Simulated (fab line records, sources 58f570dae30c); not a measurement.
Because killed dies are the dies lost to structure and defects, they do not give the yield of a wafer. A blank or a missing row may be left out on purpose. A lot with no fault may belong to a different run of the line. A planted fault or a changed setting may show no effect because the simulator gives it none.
Check for tools in common    flow berkeley-cmos170    15 lots, 54 wafers sampled

== WHY THIS WAS OPENED ==
On 3 of the 15 lots, a flag is raised at UCB170_ACTIVE_CD_MEAS_13 on the reading cd-nm. Wafers without a fault read 1200.0 nm, standard deviation 2.
Rule: a lot is flagged in two cases, either no wafer of it has a number, or all its wafers with numbers fall more than 4 standard deviations from that mean. All remaining lots are regarded as sound.

lot   measured     on         cd-nm (nm), wafer by wafer                 flag
L620  day 4 04:52  cd-sem-01  1200.8 1199.5 1202.5                       
L621  day 4 04:55  cd-sem-02  1197.4 1198.3 1198.3                       
L623  day 5 02:40  cd-sem-02  1200.2 1200.0 1198.6                       
L625  day 5 16:48  cd-sem-02  1161.8 1161.0 1160.4 1161.9 1160.7 1160.2  FLAGGED
L628  day 6 10:17  cd-sem-02  1169.9 1168.9 1170.7 1169.4 1169.0 1170.4  FLAGGED
L630  day 6 10:35  cd-sem-01  1174.0 1174.6 1173.8 1173.9 1174.7 1173.8  FLAGGED
L631  day 6 10:49  cd-sem-02  1199.4 1200.1 1199.2                       
L633  day 7 12:43  cd-sem-02  1202.6 1201.8 1200.4                       
L636  day 7 15:21  cd-sem-02  1201.6 1201.9 1200.2                       
L635  day 8 00:44  cd-sem-02  1202.4 1201.7 1202.3                       
L638  day 8 00:51  cd-sem-01  1198.3 1197.0 1199.1                       
L637  day 8 00:58  cd-sem-02  1198.9 1198.6 1199.2                       
L639  day 8 09:35  cd-sem-02  1200.7 1199.0 1199.6                       
L642  day 8 16:52  cd-sem-02  1197.8 1198.1 1198.5                       
L643  day 8 22:04  cd-sem-02  1198.0 1198.6 1200.0                       
The mean of the flagged lots' numbers is 1168.3 nm, -31.7 nm from the usual (-16 standard deviations).

== WHICH TOOL EACH LOT WENT THROUGH ==
The record holds 2 process steps before the reading, out of a route of 331 steps. Every cell lists first the tool, next ch and the chambers used by the sampled wafers, and last the start.
lot   flag     UCB170_ZERO_ETCH_06                UCB170_ACTIVE_EXPOSE_10
L620           rie-diel-02 ch 0,2, day 1 22:02    krf-scanner-01 ch 0, day 4 04:13
L621           rie-diel-01 ch 1,2,3, day 1 22:18  krf-scanner-01 ch 0, day 4 04:20
L623           rie-diel-01 ch 0,1,2, day 2 09:58  krf-scanner-02 ch 0, day 5 02:14
L625  FLAGGED  rie-diel-04 ch 0,2,3, day 2 22:02  krf-scanner-01 ch 0, day 5 16:25
L628  FLAGGED  rie-diel-04 ch 0,1, day 3 14:37    krf-scanner-01 ch 0, day 6 09:43
L630  FLAGGED  rie-diel-04 ch 0,2,3, day 3 20:28  krf-scanner-01 ch 0, day 6 10:11
L631           rie-diel-02 ch 0,2,3, day 4 02:54  krf-scanner-02 ch 0, day 6 10:26
L633           rie-diel-01 ch 0,1,2, day 4 14:50  krf-scanner-02 ch 0, day 7 12:20
L636           rie-diel-04 ch 0,2, day 5 05:05    krf-scanner-02 ch 0, day 7 14:23
L635           rie-diel-02 ch 0,1, day 5 04:53    krf-scanner-02 ch 0, day 8 00:19
L638           rie-diel-04 ch 0,2, day 5 11:47    krf-scanner-02 ch 0, day 8 00:28
L637           rie-diel-02 ch 0,2,3, day 5 11:33  krf-scanner-02 ch 0, day 8 00:34
L639           rie-diel-01 ch 0,1,2, day 5 20:13  krf-scanner-02 ch 0, day 8 08:56
L642           rie-diel-04 ch 1,2, day 6 09:30    krf-scanner-02 ch 0, day 8 16:16
L643           rie-diel-02 ch 0,1,3, day 6 16:47  krf-scanner-02 ch 0, day 8 20:56
What the steps here do:
- UCB170_ZERO_ETCH_06: etches SiO2 in CHF3/CF4/Ar, time 12 s.
- UCB170_ACTIVE_EXPOSE_10: exposes mask ACTIVE, target cd 1200 nm.
- UCB170_ACTIVE_CD_MEAS_13: target cd 1200 nm.

== FLAGGED OVER TOTAL, TOOL BY TOOL (the gauges that took the reading come last) ==
step                      tool            lots run  flagged  share of the flagged lots  sound lots run after its first flagged lot
UCB170_ZERO_ETCH_06       rie-diel-01     4         0        none                       -
UCB170_ZERO_ETCH_06       rie-diel-02     5         0        none                       -
UCB170_ZERO_ETCH_06       rie-diel-04     6         3        all                        3 (L636,L638,L642)
UCB170_ACTIVE_EXPOSE_10   krf-scanner-01  5         3        all                        0
UCB170_ACTIVE_EXPOSE_10   krf-scanner-02  10        0        none                       -
UCB170_ACTIVE_CD_MEAS_13  cd-sem-01       3         1        some                       1 (L638)
UCB170_ACTIVE_CD_MEAS_13  cd-sem-02       12        2        some                       8 (L631,L633,L636,L635,L637,L639,L642,L643)

== WHAT THE TABLE PERMITS ==
Table rows that saw every flagged lot: 2, namely rie-diel-04 at UCB170_ZERO_ETCH_06 and krf-scanner-01 at UCB170_ACTIVE_EXPOSE_10.
- rie-diel-04 at UCB170_ZERO_ETCH_06: 3 of its 6 lots flagged. Sound lots followed the first flagged one (L636, L638, L642) on it, something a lasting fault affecting the whole tool could not allow.
- krf-scanner-01 at UCB170_ACTIVE_EXPOSE_10: 3 of its 5 lots flagged. A fault beginning between L621 (day 4 04:20), its last sound lot, and L625 (day 5 16:25), its first flagged one, fits the data. Its own readings (exposure-dose-mJ-cm2) fall more than 4 standard deviations out on all wafers of the flagged lots.
Just one tool remains: krf-scanner-01 at UCB170_ACTIVE_EXPOSE_10.

== WHAT THE SIMULATOR HAD PUT IN ==
Process parameters drifting: krf-scanner-01 at UCB170_ACTIVE_EXPOSE_10, beginning at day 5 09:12. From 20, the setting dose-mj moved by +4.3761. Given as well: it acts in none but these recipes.
Shown lots that were struck: L625, L628, L630. The rule above reached the same finding.
